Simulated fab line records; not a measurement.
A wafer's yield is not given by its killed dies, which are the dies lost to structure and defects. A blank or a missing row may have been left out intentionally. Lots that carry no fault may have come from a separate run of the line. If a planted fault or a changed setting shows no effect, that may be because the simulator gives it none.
Chamber matching / flow berkeley_cmos170 / UCB170_ACTIVE_ETCH_15 on rie_diel-01 has 4 sister chambers
The step etches Si3N4 in CH3F/Ar/O2, stops on SiO2, target depth 242 nm, time 151 s. 18 wafers are shown with their chamber, then 9 later ones without.

WAFERS PAIRED WITH THEIR CHAMBERS
wafer=L293.2; chamber=1; throttle_valve_pct (%)=8.07; drypump_motor_current_A (A)=5.67; oes_product_au (a.u.)=0.931
wafer=L293.3; chamber=2; throttle_valve_pct (%)=8.10; drypump_motor_current_A (A)=5.46; oes_product_au (a.u.)=0.950
wafer=L293.5; chamber=0; throttle_valve_pct (%)=8.30; drypump_motor_current_A (A)=5.68; oes_product_au (a.u.)=0.964
wafer=L299.1; chamber=2; throttle_valve_pct (%)=8.08; drypump_motor_current_A (A)=5.49; oes_product_au (a.u.)=0.952
wafer=L299.2; chamber=1; throttle_valve_pct (%)=8.07; drypump_motor_current_A (A)=5.67; oes_product_au (a.u.)=0.924
wafer=L299.3; chamber=3; throttle_valve_pct (%)=8.22; drypump_motor_current_A (A)=5.93; oes_product_au (a.u.)=0.947
wafer=L300.2; chamber=3; throttle_valve_pct (%)=8.24; drypump_motor_current_A (A)=5.86; oes_product_au (a.u.)=0.960
wafer=L300.3; chamber=0; throttle_valve_pct (%)=8.31; drypump_motor_current_A (A)=5.70; oes_product_au (a.u.)=0.972
wafer=L300.5; chamber=2; throttle_valve_pct (%)=8.09; drypump_motor_current_A (A)=5.48; oes_product_au (a.u.)=0.956
wafer=L301.1; chamber=3; throttle_valve_pct (%)=8.22; drypump_motor_current_A (A)=5.91; oes_product_au (a.u.)=0.930
wafer=L301.2; chamber=2; throttle_valve_pct (%)=8.09; drypump_motor_current_A (A)=5.42; oes_product_au (a.u.)=0.941
wafer=L301.5; chamber=0; throttle_valve_pct (%)=8.30; drypump_motor_current_A (A)=5.70; oes_product_au (a.u.)=0.945
wafer=L306.2; chamber=0; throttle_valve_pct (%)=8.30; drypump_motor_current_A (A)=5.72; oes_product_au (a.u.)=0.969
wafer=L306.4; chamber=2; throttle_valve_pct (%)=8.09; drypump_motor_current_A (A)=5.43; oes_product_au (a.u.)=0.956
wafer=L306.6; chamber=3; throttle_valve_pct (%)=8.21; drypump_motor_current_A (A)=5.90; oes_product_au (a.u.)=0.952
wafer=L307.1; chamber=1; throttle_valve_pct (%)=8.07; drypump_motor_current_A (A)=5.67; oes_product_au (a.u.)=0.935
wafer=L307.4; chamber=2; throttle_valve_pct (%)=8.10; drypump_motor_current_A (A)=5.44; oes_product_au (a.u.)=0.961
wafer=L307.6; chamber=1; throttle_valve_pct (%)=8.08; drypump_motor_current_A (A)=5.68; oes_product_au (a.u.)=0.933

SIGNATURES (averages over the wafers above)
reading=throttle_valve_pct; chamber 0=8.3025; chamber 1=8.0725; chamber 2=8.0917; chamber 3=8.2225; scatter within a chamber=0.00805
reading=drypump_motor_current_A; chamber 0=5.7000; chamber 1=5.6725; chamber 2=5.4533; chamber 3=5.9000; scatter within a chamber=0.023
reading=oes_product_au; chamber 0=0.96250; chamber 1=0.93075; chamber 2=0.95267; chamber 3=0.94725; scatter within a chamber=0.00936
Rule: for a wafer and a chamber, the distance is found by dividing, reading by reading, the gap between the wafer's reading and the chamber's mean by the reading's scatter, squaring, summing and taking the root. The wafer belongs to the nearest chamber; if the next one is less than 2 further off, it can't be placed. The scatter is the square root of a quotient: the sum, over the shown wafers, of each reading's squared deviation from its chamber's mean, divided by wafers minus chambers.

WAFERS WITH NO CHAMBER GIVEN
wafer=L308.1; throttle_valve_pct (%)=8.09; drypump_motor_current_A (A)=5.44; oes_product_au (a.u.)=0.949
wafer=L308.4; throttle_valve_pct (%)=8.07; drypump_motor_current_A (A)=5.68; oes_product_au (a.u.)=0.926
wafer=L308.6; throttle_valve_pct (%)=8.22; drypump_motor_current_A (A)=5.92; oes_product_au (a.u.)=0.942
wafer=L309.1; throttle_valve_pct (%)=8.31; drypump_motor_current_A (A)=5.72; oes_product_au (a.u.)=0.976
wafer=L309.4; throttle_valve_pct (%)=8.08; drypump_motor_current_A (A)=5.68; oes_product_au (a.u.)=0.949
wafer=L309.6; throttle_valve_pct (%)=8.10; drypump_motor_current_A (A)=5.49; oes_product_au (a.u.)=0.954
wafer=L312.3; throttle_valve_pct (%)=8.10; drypump_motor_current_A (A)=5.44; oes_product_au (a.u.)=0.945
wafer=L312.4; throttle_valve_pct (%)=8.24; drypump_motor_current_A (A)=5.88; oes_product_au (a.u.)=0.942
wafer=L312.5; throttle_valve_pct (%)=8.07; drypump_motor_current_A (A)=5.66; oes_product_au (a.u.)=0.932

EACH ONE'S CHAMBER
wafer=L308.1; from the rows above=2; in truth=2
wafer=L308.4; from the rows above=1; in truth=1
wafer=L308.6; from the rows above=3; in truth=3
wafer=L309.1; from the rows above=0; in truth=0
wafer=L309.4; from the rows above=1; in truth=1
wafer=L309.6; from the rows above=2; in truth=2
wafer=L312.3; from the rows above=2; in truth=2
wafer=L312.4; from the rows above=3; in truth=3
wafer=L312.5; from the rows above=1; in truth=1
Placed correctly: 9 of 9. Left unplaced by these rows: 0. Placed wrongly: 0.
